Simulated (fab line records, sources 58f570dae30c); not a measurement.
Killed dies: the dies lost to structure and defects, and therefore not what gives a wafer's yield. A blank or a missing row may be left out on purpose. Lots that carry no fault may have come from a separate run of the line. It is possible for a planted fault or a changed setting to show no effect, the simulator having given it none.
Which tool was responsible? ; flow berkeley cmos170 ; 7 lots with 21 wafers sampled at 3 steps, on a route of 331 steps

WHAT EACH GAUGE READ, for each wafer
UCB170_SDANNEAL_RS_MEAS_04: measures by four-point-probe.
lot;measured;on;PLDD_RS (ohm/sq)
L369;day 8 11:52;film metro-04;1031.0 1027.7 1029.2
L370;day 8 11:58;film metro-03;1030.1 1033.8 1028.4
L373;day 9 14:31;film metro-01;1030.4 1030.1 1031.6
L378;day 9 14:29;film metro-03;1028.1 1028.5 1028.8
L379;day 9 19:28;film metro-04;1032.9 1032.6 1033.1
L381;day 10 20:19;film metro-01;1110.2 1111.7 1110.0
L386;day 11 13:52;film metro-03;1030.9 1038.7 1033.7

TOOL THAT RAN EACH LOT (tool first, then ch and the chambers of the sampled wafers, then the start)
lot;UCB170_PVT_STRIP_08;UCB170_PLDD_IMPLANT_09
L369;plasma asher-02 ch 0,1, day 7 03:26;implanter-02 ch 0, day 7 23:00
L370;plasma asher-04 ch 0,1, day 7 04:16;implanter-02 ch 0, day 7 22:38
L373;plasma asher-02 ch 0,1, day 8 04:02;implanter-04 ch 0, day 9 00:33
L378;plasma asher-02 ch 0,1, day 8 04:52;implanter-02 ch 0, day 9 00:44
L379;plasma asher-04 ch 0, day 8 15:15;implanter-04 ch 0, day 9 06:07
L381;plasma asher-04 ch 0,1, day 9 11:11;implanter-04 ch 0, day 10 05:52
L386;plasma asher-02 ch 0,1, day 10 04:46;implanter-02 ch 0, day 10 21:31
- UCB170_PVT_STRIP_08: strips in O2.
- UCB170_PLDD_IMPLANT_09

THE ANSWER, worked out from the rows above alone
Rule: usual is defined by the lots themselves. The widest of any qualifying gaps counts: lots, ordered by their means at a reading, are off when they make up no more than a third of the lots, leave a main group of 4 or more, and stand apart from it by 3 or more times the standard deviation of that group's means. Not used: any main group whose means are identical at the precision the tables above print for the reading. Also off: a lot with no number at a reading for which 4 or more lots have one. All remaining lots with rows at the step are treated as sound.
Off: L381, at UCB170_SDANNEAL_RS_MEAS_04 (PLDD_RS). The main group has a mean of 1031.1 ohm/sq with a standard deviation of 2.
A tool fits if, at a process step before that reading, it ran every lot that is off, and no sound lot after the first of them. The gauges at UCB170_SDANNEAL_RS_MEAS_04 are tried like those tools. Can't be told from this: 3 tools fit, plasma asher-04 at UCB170_PVT_STRIP_08, implanter-04 at UCB170_PLDD_IMPLANT_09, film metro-01 at UCB170_SDANNEAL_RS_MEAS_04.

WHAT HAD BEEN PUT IN BY THE SIMULATOR
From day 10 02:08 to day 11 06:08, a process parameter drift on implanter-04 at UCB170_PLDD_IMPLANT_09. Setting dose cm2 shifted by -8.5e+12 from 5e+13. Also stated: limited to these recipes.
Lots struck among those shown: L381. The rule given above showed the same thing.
